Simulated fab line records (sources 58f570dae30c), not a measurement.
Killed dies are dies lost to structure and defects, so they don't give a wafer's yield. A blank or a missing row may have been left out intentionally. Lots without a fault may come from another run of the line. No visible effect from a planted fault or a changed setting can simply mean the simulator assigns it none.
The tool behind it: which one?	flow berkeley cmos170	Sampling: 14 lots, 42 wafers, 5 of 331 route steps

## WHAT EACH GAUGE READ, for each wafer
UCB170_NWELL_TW_MEAS_16.
lot	measured	on	NWELL_TW
L894	day 2 16:46	film metro-04	1254 1249 1251
L895	day 2 18:26	film metro-04	1249 1251 1252
L897	day 3 07:46	film metro-03	1235 1244 1236
L898	day 3 12:46	film metro-03	1233 1237 1242
L900	day 4 01:05	film metro-04	1246 1243 1242
L901	day 4 06:22	film metro-03	1233 1234 1236
L902	day 4 08:49	film metro-03	1232 1241 1241
L905	day 4 16:02	film metro-03	1237 1239 1241
L906	day 5 03:02	film metro-03	1239 1235 1238
L908	day 5 10:18	film metro-03	1349 1354 1345
L910	day 5 18:57	film metro-04	1236 1231 1237
L912	day 6 07:49	film metro-01	1330 1329 1337
L915	day 6 23:38	film metro-03	1233 1237 1241
L916	day 6 23:55	film metro-01	1230 1228 1226

UCB170_FIELD_THK_MEAS_02.
lot	measured	on	FIELD_OXIDE_THK (nm)
L894	day 4 22:22	film metro-03	546 551 554
L895	day 4 22:22	film metro-04	565 566 562
L897	day 5 17:45	film metro-03	555 559 555
L898	day 5 17:45	film metro-04	559 548 556
L900	day 6 03:11	film metro-03	562 564 574
L901	day 6 14:24	film metro-04	554 538 535
L902	day 6 22:41	film metro-03	547 554 540
L905	day 6 22:41	film metro-02	557 558 557
L906	day 7 10:23	film metro-02	544 555 554
L908	day 7 16:52	film metro-03	555 563 557
L910	day 8 05:35	film metro-04	549 542 546
L912	day 8 19:14	film metro-03	549 552 548
L915	day 9 09:37	film metro-03	547 550 542
L916	day 9 09:37	film metro-04	545 552 541

UCB170_PLDD_TW_MEAS_11.
lot	measured	on	PLDD_TW
L894	day 6 07:23	film metro-04	1000 999 1005
L895	day 6 07:06	film metro-01	992 993 988
L897	day 7 09:22	film metro-04	1004 1000 1003
L898	day 7 09:35	film metro-04	996 1006 999
L900	day 7 23:41	film metro-04	1008 1003 999
L901	day 8 08:20	film metro-04	1014 1014 1009
L902	day 8 18:48	film metro-01	982 981 988
L905	day 8 19:18	film metro-04	1020 1011 1014
L906	day 9 09:46	film metro-02	1012 1008 1012
L908	day 9 16:37	film metro-02	1002 1009 1014
L910	day 9 23:25	film metro-01	992 989 987
L912	day 10 10:48	film metro-04	1016 1011 1011
L915	day 11 01:48	film metro-04	1010 1015 1013
L916	day 11 01:38	film metro-01	995 991 986

UCB170_NSD_CD_MEAS_06 targets a cd of 1200 nm.
lot	measured	on	cd nm (nm)
L894	day 6 20:28	cd sem-01	1201.2 1200.8 1201.6
L895	day 6 20:14	cd sem-01	1201.5 1201.6 1199.9
L897	day 7 19:46	cd sem-01	1201.0 1200.1 1200.5
L898	day 7 19:54	cd sem-02	1201.6 1200.6 1201.3
L900	day 8 10:02	cd sem-01	1200.1 1200.9 1200.3
L901	day 8 19:22	cd sem-02	1198.2 1198.7 1198.4
L902	day 9 04:42	cd sem-02	1201.3 1202.6 1200.3
L905	day 9 05:25	cd sem-02	1198.2 1199.1 1198.8
L906	day 9 18:29	cd sem-02	1200.6 1199.6 1200.6
L908	day 10 03:14	cd sem-02	1200.3 1201.3 1201.4
L910	day 10 10:35	cd sem-02	1201.3 1200.5 1200.6
L912	day 10 20:52	cd sem-02	1199.3 1198.6 1199.2
L915	day 11 11:20	cd sem-02	1199.8 1201.5 1201.9
L916	day 11 11:34	cd sem-02	1199.4 1200.0 1199.2

## EACH LOT AND THE TOOL THAT RAN IT (in order: tool; ch and the chambers of the sampled wafers; start)
lot	UCB170_NWELL_IMPLANT_14
L894	implanter-02 ch 0, day 2 16:31
L895	implanter-03 ch 0, day 2 18:11
L897	implanter-01 ch 0, day 3 07:31
L898	implanter-01 ch 0, day 3 12:31
L900	implanter-01 ch 0, day 4 00:50
L901	implanter-01 ch 0, day 4 06:07
L902	implanter-03 ch 0, day 4 08:34
L905	implanter-01 ch 0, day 4 15:48
L906	implanter-02 ch 0, day 5 02:48
L908	implanter-02 ch 0, day 5 10:04
L910	implanter-03 ch 0, day 5 18:42
L912	implanter-02 ch 0, day 6 07:35
L915	implanter-03 ch 0, day 6 23:25
L916	implanter-01 ch 0, day 6 23:42
- UCB170_NWELL_IMPLANT_14

## AS READ BY THE TOOLS THEMSELVES (means over the sampled wafers that have a number; for cases with no such wafer, the mark the record gives instead)
UCB170_NWELL_IMPLANT_14.
lot	tool	dose ions cm2	faraday current uA
L894	implanter-02	1e+13	32.2
L895	implanter-03	1e+13	31.3
L897	implanter-01	1e+13	31.5
L898	implanter-01	1e+13	32.4
L900	implanter-01	1e+13	31.9
L901	implanter-01	1e+13	30.9
L902	implanter-03	1e+13	31.4
L905	implanter-01	1e+13	31.9
L906	implanter-02	1e+13	31.8
L908	implanter-02	1e+13	41.2
L910	implanter-03	1e+13	31.7
L912	implanter-02	1e+13	41.1
L915	implanter-03	1e+13	31.4
L916	implanter-01	1e+13	31.7

## THE ANSWER, worked out from the rows above alone
Rule: the lots themselves supply what counts as usual. The widest of any qualifying gaps counts: lots, ordered by their means at a reading, are off when they make up no more than a third of the lots, leave a main group of 4 or more, and stand apart from it by 3 or more times the standard deviation of that group's means. A main group whose means are all the same, to the digits that the tables above print for the reading, isn't used. A lot without any number at a reading at which 4 lots or more have one is off too. The other lots that the step has rows for count as sound. Order of review: gauges by route order, followed by the tools' own readings, for which a lot's mean as printed above is used. At the first step where some lot is off, the reading lying furthest off is the one used; lots without a number count as furthest.
Off: L908, L912, at UCB170_NWELL_TW_MEAS_16 (NWELL_TW). Main group: mean 1239, sd 6.3.
If a tool, at a process step before that reading, ran all the lots that are off and no sound lot after the first of them, it fits. Not tried: the gauges at UCB170_NWELL_TW_MEAS_16; whatever is off there is also off at UCB170_NWELL_IMPLANT_14, on other tools, and gauge error can't account for it. One fits: UCB170_NWELL_IMPLANT_14 on implanter-02. A fault onset in the window from L906 (day 5 02:48, its last sound lot) to L908 (day 5 10:04, its first lot off) fits.
On the lots that are off, the tool's own readings at UCB170_NWELL_IMPLANT_14 differ by more than 5 times the standard deviation of the sound lots' means, which bears it out; faraday current uA reads 41.2 there versus 31.7 on the sound lots.

## WHAT THE SIMULATOR HAD INSERTED
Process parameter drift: implanter-02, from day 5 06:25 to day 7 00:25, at UCB170_NWELL_IMPLANT_14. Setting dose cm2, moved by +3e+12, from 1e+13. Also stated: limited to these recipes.
Shown lots that were struck: L908, L912. The same result came from the rule above.
